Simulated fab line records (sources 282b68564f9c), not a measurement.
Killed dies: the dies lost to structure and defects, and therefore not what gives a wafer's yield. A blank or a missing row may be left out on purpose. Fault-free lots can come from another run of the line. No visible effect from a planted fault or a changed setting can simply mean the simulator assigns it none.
Which tool was responsible? :: flow ritCmos :: 45 wafers sampled from 15 lots at 1 step of a route of 202

WHAT EACH GAUGE READ, for each wafer
The record lacks any reading of a measuring or inspecting step that a usual standard deviation could be used to judge.

WHAT TOOL EACH LOT RAN ON (gives the tool, then ch and the chambers of the sampled wafers, and finally the start)
lot: L504
RIT_FOX1_WET_ETCH_02: wetBench-01 ch 1, day 1 17:58

lot: L505
RIT_FOX1_WET_ETCH_02: wetBench-03 ch 1, day 1 22:01

lot: L508
RIT_FOX1_WET_ETCH_02: wetBench-03 ch 2, day 2 14:19

lot: L509
RIT_FOX1_WET_ETCH_02: wetBench-02 ch 2, day 2 19:26

lot: L510
RIT_FOX1_WET_ETCH_02: wetBench-02 ch 1, day 3 00:26

lot: L511
RIT_FOX1_WET_ETCH_02: wetBench-03 ch 1, day 3 04:00

lot: L514
RIT_FOX1_WET_ETCH_02: wetBench-01 ch 3, day 3 19:06

lot: L515
RIT_FOX1_WET_ETCH_02: wetBench-01 ch 2, day 4 00:00

lot: L516
RIT_FOX1_WET_ETCH_02: wetBench-02 ch 3, day 4 06:11

lot: L517
RIT_FOX1_WET_ETCH_02: wetBench-02 ch 3, day 4 12:44

lot: L518
RIT_FOX1_WET_ETCH_02: wetBench-02 ch 1, day 4 16:04

lot: L524
RIT_FOX1_WET_ETCH_02: wetBench-03 ch 0, day 5 22:16

lot: L525
RIT_FOX1_WET_ETCH_02: wetBench-02 ch 2, day 6 02:02

lot: L526
RIT_FOX1_WET_ETCH_02: wetBench-03 ch 2, day 6 08:26

lot: L527
RIT_FOX1_WET_ETCH_02: wetBench-03 ch 0, day 6 12:11
- RIT_FOX1_WET_ETCH_02: etches SiO2 in BOE, target depth 350 nm, time 390 s.

WHAT THE TOOLS THEMSELVES READ (means of the sampled wafers that have a number; where no wafer has one, the mark that the record gives instead)
RIT_FOX1_WET_ETCH_02.
lot: L504
tool: wetBench-01
bathHeatDutyPct (%): 1.5
runLengthS (s): 415.0

lot: L505
tool: wetBench-03
bathHeatDutyPct (%): 1.5
runLengthS (s): 417.0

lot: L508
tool: wetBench-03
bathHeatDutyPct (%): 2.0
runLengthS (s): 418.0

lot: L509
tool: wetBench-02
bathHeatDutyPct (%): 1.9
runLengthS (s): 415.6

lot: L510
tool: wetBench-02
bathHeatDutyPct (%): 1.7
runLengthS (s): 413.2

lot: L511
tool: wetBench-03
bathHeatDutyPct (%): 1.6
runLengthS (s): 416.2

lot: L514
tool: wetBench-01
bathHeatDutyPct (%): -
runLengthS (s): -

lot: L515
tool: wetBench-01
bathHeatDutyPct (%): -
runLengthS (s): -

lot: L516
tool: wetBench-02
bathHeatDutyPct (%): -
runLengthS (s): -

lot: L517
tool: wetBench-02
bathHeatDutyPct (%): 1.5
runLengthS (s): 416.9

lot: L518
tool: wetBench-02
bathHeatDutyPct (%): 1.5
runLengthS (s): 414.8

lot: L524
tool: wetBench-03
bathHeatDutyPct (%): 1.9
runLengthS (s): 413.9

lot: L525
tool: wetBench-02
bathHeatDutyPct (%): 2.1
runLengthS (s): 423.3

lot: L526
tool: wetBench-03
bathHeatDutyPct (%): 1.8
runLengthS (s): 417.1

lot: L527
tool: wetBench-03
bathHeatDutyPct (%): 1.5
runLengthS (s): 413.5

THE ANSWER, worked out from the rows above alone
Rule: what is usual is taken from the lots themselves. Put in order of their means at a reading, lots are off if they are a third of the lots or fewer, leave a main group of 4 or more, and stand apart from it by a gap of 3 or more times the standard deviation of the main group's means; of several such gaps the widest counts. If all means in a main group match to the digits the tables above print for the reading, that group is not used. Also off: a lot with no number at a reading for which 4 or more lots have one. Any other lot the step has rows for is counted as sound. First the gauges in route order, then the tools' own readings, where a lot's mean is used as printed above. At the first step where some lot is off, the reading lying furthest off is the one used; lots without a number count as furthest.
Off: L514, L515, L516, at RIT_FOX1_WET_ETCH_02 (bathHeatDutyPct). Without a number there: L514, L515, L516. For the main group the mean is 1.7 % and the standard deviation 0.21.
A tool fits if, at that step or a process step before it, it ran every lot that is off, and no sound lot after the first of them. Of those tried, none fits.

WHAT HAD BEEN PUT IN BY THE SIMULATOR
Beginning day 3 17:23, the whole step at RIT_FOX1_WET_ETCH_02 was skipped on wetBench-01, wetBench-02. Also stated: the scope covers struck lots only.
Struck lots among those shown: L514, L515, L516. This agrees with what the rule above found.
